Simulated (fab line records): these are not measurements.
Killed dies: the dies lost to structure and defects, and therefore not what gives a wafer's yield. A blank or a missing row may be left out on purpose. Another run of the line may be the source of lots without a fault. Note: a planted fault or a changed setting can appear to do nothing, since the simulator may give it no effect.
A struck lot beside a sound one / flow rit_cmos / 26 out of 202 route steps
Sound: wafers L344.3, L344.4, L344.5. The struck wafers were L359.1, L359.2, L359.3. The cause is given at the end.
At each step with rows: each side's tool, then ch and its chambers, then its first start. Under that, the readings that differ: sound wafers / struck wafers / difference of the means / sigmas: that difference in standard deviations of wafers without a fault.
alike: same words and numbers on both sides, and readings whose means sit less than 2 such deviations apart. not compared: any withheld reading, any reading some wafer has no value for, any bound like >300 that may hide the same value, and any number with overlapping values for which the record gives no deviation.
Wherever a step has rows on one side only, a row that says differs or no value, or a row with sigmas, the two part there. Numbers that have no deviation but don't overlap get no sigmas and don't part them. Lack of a reading on every wafer of one side parts them only where that side has two or more wafers.

first, 2 steps without rows for these wafers: RIT_REOX_CLEAN_02 (cleans in SC2, time 600 s); RIT_REOX_OXIDATION_03 (target thk 25.2 nm, ox time 5580 s).
RIT_REOX_THK_MEAS_04:
  sound: film_metro-03 at day 3 02:11; struck: film_metro-04 at day 6 05:58
  alike: REOX_OXIDE_THK
then, 6 steps without rows for these wafers: RIT_NLDD_HMDS_00 (prime time 60 s); RIT_NLDD_COAT_01 (resist thk 1000 nm); RIT_NLDD_SOFTBAKE_02 (time 60 s); RIT_NLDD_EXPOSE_03 (exposes mask M7, target cd 40700 nm); RIT_NLDD_PEB_04; RIT_NLDD_DEVELOP_05 (develop time 50 s).
RIT_NLDD_OVL_MEAS_06:
  sound: overlay-02 at day 3 03:05; struck: overlay-02 at day 6 07:05
  alike: NLDD_OVL
then, 2 steps without rows for these wafers: RIT_NLDD_HARDBAKE_07 (time 60 s); RIT_NLDD_IMPLANT_08.
RIT_NLDD_STRIP_09: strips in O2, time 180 s.
  sound on plasma_asher-01 ch 0,1, day 3 03:28; struck on plasma_asher-03 ch 0,1, day 6 07:26
reading=run_length_s (s); sound=207.8 208.5 207.7; struck=72.1 72.1 72.1; difference=-135.9; sigmas=-99 or more
reading=model.NOVOLAK_of_NLDD_COAT_01.thk_nm (nm); sound=0 0 0; struck=151.4 151.3 152; difference=+151.6; sigmas=
  alike: drypump_motor_current_A
  not compared: rf_hours_counter_h
RIT_NLDD_TW_MEAS_10:
  sound: film_metro-01 at day 3 03:36; struck: film_metro-04 at day 6 07:36
  alike: NLDD_TW
then, 6 steps without rows for these wafers: RIT_PLDD_HMDS_00 (prime time 60 s); RIT_PLDD_COAT_01 (resist thk 1000 nm); RIT_PLDD_SOFTBAKE_02 (time 60 s); RIT_PLDD_EXPOSE_03 (exposes mask M8, target cd 40900 nm); RIT_PLDD_PEB_04; RIT_PLDD_DEVELOP_05 (develop time 50 s).
RIT_PLDD_OVL_MEAS_06:
  sound: overlay-01 at day 3 04:38; struck: overlay-01 at day 6 08:38
  alike: PLDD_OVL
then, 2 steps without rows for these wafers: RIT_PLDD_HARDBAKE_07 (time 60 s); RIT_PLDD_IMPLANT_08.
RIT_PLDD_STRIP_09: strips in O2, time 180 s.
  sound on plasma_asher-04 ch 0,1, day 3 05:01; struck on plasma_asher-01 ch 0,1, day 6 09:14
  alike: drypump_motor_current_A, run_length_s
  not compared: rf_hours_counter_h
RIT_PLDD_TW_MEAS_10:
  sound: film_metro-02 at day 3 05:09; struck: film_metro-01 at day 6 09:38
reading=PLDD_TW; sound=2323 2341 2341; struck=30 30 30; difference=-2305; sigmas=-99 or more
  not compared: hold
following that, these wafers have no rows for 1 step: RIT_M1_PROBE_99.

== WHERE THEY PART ==
Earliest at RIT_NLDD_STRIP_09; latest, in this record, at RIT_PLDD_TW_MEAS_10.

WHY: what the simulator had put in
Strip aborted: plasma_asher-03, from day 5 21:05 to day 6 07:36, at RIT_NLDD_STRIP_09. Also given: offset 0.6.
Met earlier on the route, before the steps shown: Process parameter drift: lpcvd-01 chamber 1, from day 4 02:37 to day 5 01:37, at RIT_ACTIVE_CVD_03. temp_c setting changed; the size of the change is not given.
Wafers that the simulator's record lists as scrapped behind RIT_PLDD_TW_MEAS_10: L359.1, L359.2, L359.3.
